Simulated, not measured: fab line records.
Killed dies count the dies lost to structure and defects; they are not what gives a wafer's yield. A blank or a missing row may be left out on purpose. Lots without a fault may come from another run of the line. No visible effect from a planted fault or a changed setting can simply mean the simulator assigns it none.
Code-filled problem report in 8D (eight disciplines) form	flow berkeley_cmos170	the parts of the form that need people (team, actions taken, sign-off) are left out

## 1. THE ISSUE
Mean of rf_fwd_power_W at UCB170_SPACER_CVD_00: 610.9 W across 6 wafers in 2 lots; on wafers with no fault it is 545.0 W (standard deviation 2.4). Relative to the usual mean, that is a shift of +27 standard deviations.
The step: deposits SiO2 from TEOS/O2, target thk 376 nm, time 47 s.
First seen on wafer L789.4, day 9 19:53, on pecvd-01. At this step, 42 wafers from 14 lots have a number in the record. Rule for "out" (also "out of limits"): further than 4 standard deviations from the usual mean. Any other wafer with a number is counted as sound.

## 2. WHAT IT IS, WHAT IT ISN'T
question	is	is not
which readings at this step	rf_fwd_power_W	heater_power_w
which lots	L789, L790	L776, L777, L778, L779, L780, L781, L782, L784, L785, L786, L791, L793
which wafers of those lots	all that have a number	-
read on which tools	pecvd-01	pecvd-02, pecvd-04
when	from day 9 19:53	up to then (30 sound wafers); but 6 sound wafers of L791, L793 came after

## 3. SUSPECTS, AND WHAT RULES EACH OUT
Counting: any tool at a process step up to the reading is kept as a suspect provided that every lot that is out went through it and no sound lot did after the first of them.
- pecvd-01 at UCB170_SPACER_CVD_00 (deposits SiO2 from TEOS/O2, target thk 376 nm, time 47 s): kept. Every lot that is out went through it, starting with L789 (day 9 19:53), and after that it ran no sound lot; the last sound lot it ran before then is L785 (day 8 03:27). Out on those wafers are its own readings of rf_fwd_power_W.
Left after counting: pecvd-01 at UCB170_SPACER_CVD_00.

## 4. THE CAUSE (what the simulator had put in)
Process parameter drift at UCB170_SPACER_CVD_00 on pecvd-01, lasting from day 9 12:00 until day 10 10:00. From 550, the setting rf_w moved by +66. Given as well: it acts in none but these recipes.
The count eliminated every tool but this one.

## 5. THE CHAIN OF EFFECTS, in route order
Each row: a reading where the mean over the struck wafers with a number is more than 3 standard deviations away from the usual. Only readings for which the record gives a usual standard deviation are gone through. hours: the time from each lot's start at the first step in this table that gives one to its start at this step, as a median over the lots. sigmas: the change in usual standard deviations.
hours	step	reading	usual	on struck wafers	change	sigmas
0	UCB170_SPACER_CVD_00	rf_fwd_power_W	545.0 W	610.9	+65.9	+27
Process steps it contains:
- UCB170_SPACER_CVD_00: deposits SiO2 from TEOS/O2, target thk 376 nm, time 47 s.

## 6. HOW IT WOULD HAVE BEEN CAUGHT EARLIER
The fault began at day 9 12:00; the first out-of-limits reading in this record came at day 9 19:53, 8 hours later.
